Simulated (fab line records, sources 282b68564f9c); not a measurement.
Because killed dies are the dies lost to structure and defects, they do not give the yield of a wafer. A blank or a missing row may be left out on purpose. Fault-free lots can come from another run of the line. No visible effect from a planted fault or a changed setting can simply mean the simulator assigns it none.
The tool behind it: which one?    flow rit_cmos    14 lots, 42 wafers sampled, at 1 step of a route of 202

== WHAT THE GAUGES SHOWED, per wafer ==
RIT_NWELL_OVL_MEAS_06. Usual: NWELL_OVL typically reads -0.5 nm, with standard deviation 1.3.
lot   measured     on          NWELL_OVL (nm)  flag
L852  day 2 02:13  overlay-01  0.3 0.1 -1.1    
L854  day 2 12:31  overlay-01  -3.2 -1.5 -1.6  
L855  day 2 18:22  overlay-02  0.4 -0.9 0.5    
L856  day 2 22:31  overlay-02  0.4 -0.1 -1.2   
L858  day 3 08:10  overlay-02  2.8 -0.4 1.3    
L863  day 4 08:10  overlay-02  1.8 -0.5 0.0    
L864  day 4 13:57  overlay-02  -2.8 -2.4 -3.1  
L866  day 4 23:54  overlay-01  -0.5 -1.3 -0.3  
L867  day 5 04:14  overlay-01  -0.9 -0.3 -0.7  
L869  day 5 14:51  overlay-02  -1.2 -2.5 -1.6  
L870  day 5 19:16  overlay-02  -1.4 -0.6 -1.4  
L871  day 6 00:16  overlay-01  1.6 1.3 0.9     
L872  day 6 05:58  overlay-01  -0.3 -1.0 -1.7  
L874  day 6 15:32  overlay-02  -2.4 -1.5 0.0   

== EACH LOT AND THE TOOL THAT RAN IT (in order: tool; ch and the chambers of the sampled wafers; start) ==
Before these readings, the record contains no process step.

== WHAT THE TOOLS THEMSELVES READ (means of the sampled wafers that have a number; where no wafer has one, the mark that the record gives instead) ==
The record holds no such reading with a usual standard deviation.

== THE ANSWER, worked out from the rows above alone ==
Rule: a lot counts as off when the mean over its wafers that have a number is more than 3 standard deviations away from the usual mean. Also off: a lot with no number at a reading for which 4 or more lots have one. The other lots that the step has rows for count as sound. After the gauges, taken in route order, come the tools' own readings; for these a lot's mean is taken, as printed above. At the first step where some lot is off, the reading lying furthest off is the one used; lots without a number count as furthest.
No lot is off at any reading shown: from this, nothing can be told.

== WHAT THE SIMULATOR HAD INSERTED ==
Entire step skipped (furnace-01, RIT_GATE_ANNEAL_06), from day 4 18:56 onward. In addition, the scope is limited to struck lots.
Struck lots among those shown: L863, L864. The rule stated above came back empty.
